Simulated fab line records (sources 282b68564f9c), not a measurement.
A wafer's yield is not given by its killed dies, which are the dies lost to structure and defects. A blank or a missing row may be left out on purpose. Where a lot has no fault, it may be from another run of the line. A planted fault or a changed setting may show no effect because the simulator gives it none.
A lot that was struck, set against a sound lot / flow rit-cmos / 43 steps out of a route of 202
Sound: wafers L795.1, L795.2, L795.6. Wafers L804.2, L804.5, L804.6 were the ones struck. The cause is named last.
Per side, at each step with rows, come the tool, then ch with its chambers, and then its first start. Under that, the readings that differ: sound wafers / struck wafers / difference of the means / sigmas: that difference in standard deviations of wafers without a fault.
alike: a reading whose means differ by less than 2 such deviations, as well as words and numbers matching on both sides. not compared: withheld readings; readings where some wafer has no value; bounds like >300 that might hide an equal value; numbers whose values overlap and for which the record gives no deviation.
Wherever a step has rows on one side only, a row that says differs or no value, or a row with sigmas, the two part there. When numbers do not overlap yet have no deviation, they are printed without sigmas and do not part them. A reading missing from all wafers of one side parts the sides only when that side holds two or more wafers.

first, 3 steps without rows for these wafers: RIT_REOX_CLEAN_01 (cleans in dHF, time 30 s); RIT_REOX_CLEAN_02 (cleans in SC2, time 600 s); RIT_REOX_OXIDATION_03 (target thk 25.2 nm, ox time 5580 s).
RIT_REOX_THK_MEAS_04:
  sound: film-metro-03 at day 3 21:36; struck: film-metro-02 at day 5 14:58
  alike: REOX_OXIDE_THK
then, 6 steps without rows for these wafers: RIT_NLDD_HMDS_00 (prime time 60 s); RIT_NLDD_COAT_01 (resist thk 1000 nm); RIT_NLDD_SOFTBAKE_02 (time 60 s); RIT_NLDD_EXPOSE_03 (exposes mask M7, target cd 40700 nm); RIT_NLDD_PEB_04; RIT_NLDD_DEVELOP_05 (develop time 50 s).
RIT_NLDD_OVL_MEAS_06:
  sound: overlay-02 at day 3 22:38; struck: overlay-02 at day 5 15:52
  alike: NLDD_OVL
then, 1 step without rows for these wafers: RIT_NLDD_HARDBAKE_07 (time 60 s).
RIT_NLDD_IMPLANT_08:
  sound on implanter-03 ch 0, day 3 22:49; struck on implanter-01 ch 0, day 5 16:04
reading=implant-ion-amu; sound=31 31 31; struck=11 11 11; difference=-20; sigmas=
reading=model.implant.rp-nm (nm); sound=28.54 28.54 28.54; struck=64.23 64.23 64.23; difference=+35.69; sigmas=
reading=model.implant.drp-nm (nm); sound=12.97 12.97 12.97; struck=28.34 28.34 28.34; difference=+15.37; sigmas=
RIT_NLDD_STRIP_09: strips in O2, time 180 s.
  sound on plasma-asher-02 ch 0,1, day 3 22:58; struck on plasma-asher-01 ch 0,1, day 5 16:12
  alike: chamber-pressure-mTorr, drypump-motor-current-A
  not compared: rf-hours-counter-h
RIT_NLDD_TW_MEAS_10:
  sound: film-metro-01 at day 3 23:09; struck: film-metro-03 at day 5 16:23
reading=NLDD_TW; sound=2464 2469 2464; struck=1329 1335 1332; difference=-1134; sigmas=-63
then, 6 steps without rows for these wafers: RIT_PLDD_HMDS_00 (prime time 60 s); RIT_PLDD_COAT_01 (resist thk 1000 nm); RIT_PLDD_SOFTBAKE_02 (time 60 s); RIT_PLDD_EXPOSE_03 (exposes mask M8, target cd 40900 nm); RIT_PLDD_PEB_04; RIT_PLDD_DEVELOP_05 (develop time 50 s).
RIT_PLDD_OVL_MEAS_06:
  sound: overlay-01 at day 4 00:11; struck: overlay-01 at day 5 17:25
  alike: PLDD_OVL
then, 2 steps without rows for these wafers: RIT_PLDD_HARDBAKE_07 (time 60 s); RIT_PLDD_IMPLANT_08.
RIT_PLDD_STRIP_09: strips in O2, time 180 s.
  sound on plasma-asher-04 ch 0,1, day 4 00:31; struck on plasma-asher-02 ch 0,1, day 5 17:44
  alike: chamber-pressure-mTorr, drypump-motor-current-A
  not compared: rf-hours-counter-h
RIT_PLDD_TW_MEAS_10:
  sound: film-metro-02 at day 4 00:42; struck: film-metro-01 at day 5 17:56
reading=PLDD_TW; sound=2388 2377 2370; struck=2342 2319 2334; difference=-47; sigmas=-2
then, 4 steps without rows for these wafers: RIT_SPACER_CLEAN_00 (cleans in SC1, time 600 s); RIT_SPACER_CLEAN_01 (cleans in dHF, time 30 s); RIT_SPACER_CLEAN_02 (cleans in SC2, time 600 s); RIT_SPACER_CVD_03 (deposits Si3N4 from SiH2Cl2/NH3, target thk 250 nm, time 3300 s).
RIT_SPACER_THK_MEAS_04:
  sound: film-metro-04 at day 4 03:04; struck: film-metro-04 at day 5 20:19
  alike: SPACER_NITRIDE_THK
RIT_SPACER_ETCHBACK_05: etches Si3N4 in SF6/CHF3, stops on SiO2, target depth 250 nm, time 240 s.
  sound on rie-diel-02 ch 0,2,3, day 4 03:08; struck on rie-diel-04 ch 2,3, day 5 20:22
  alike: chamber-pressure-mTorr, drypump-motor-current-A, oes-product-au, throttle-valve-pct
  not compared: rf-hours-counter-h
then, 6 steps without rows for these wafers: RIT_NSD_HMDS_00 (prime time 60 s); RIT_NSD_COAT_01 (resist thk 1000 nm); RIT_NSD_SOFTBAKE_02 (time 59.14 s); RIT_NSD_EXPOSE_03 (exposes mask M9, target cd 40700 nm); RIT_NSD_PEB_04; RIT_NSD_DEVELOP_05 (develop time 50 s).
RIT_NSD_OVL_MEAS_06:
  sound: overlay-01 at day 4 04:16; struck: overlay-02 at day 5 21:29
  alike: NSD_OVL
then, 2 steps without rows for these wafers: RIT_NSD_HARDBAKE_07 (time 60 s); RIT_NSD_IMPLANT_08.
RIT_NSD_STRIP_09: strips in O2, time 180 s.
  sound on plasma-asher-03 ch 0,1, day 4 04:35; struck on plasma-asher-04 ch 0,1, day 5 21:49
  alike: chamber-pressure-mTorr, drypump-motor-current-A
  not compared: rf-hours-counter-h
RIT_SDANNEAL_RS_MEAS_07: a four-point-probe measurement.
  sound: film-metro-03 at day 4 07:16; struck: film-metro-03 at day 6 00:19
reading=NLDD_RS (ohm/sq); sound=151.4 151.0 151.5; struck=81.5 81.7 81.5; difference=-69.7; sigmas=-99 or more

## WHERE THEY PART
First at RIT_NLDD_TW_MEAS_10; last, within this record, at RIT_SDANNEAL_RS_MEAS_07.

WHY: the cause the simulator had injected
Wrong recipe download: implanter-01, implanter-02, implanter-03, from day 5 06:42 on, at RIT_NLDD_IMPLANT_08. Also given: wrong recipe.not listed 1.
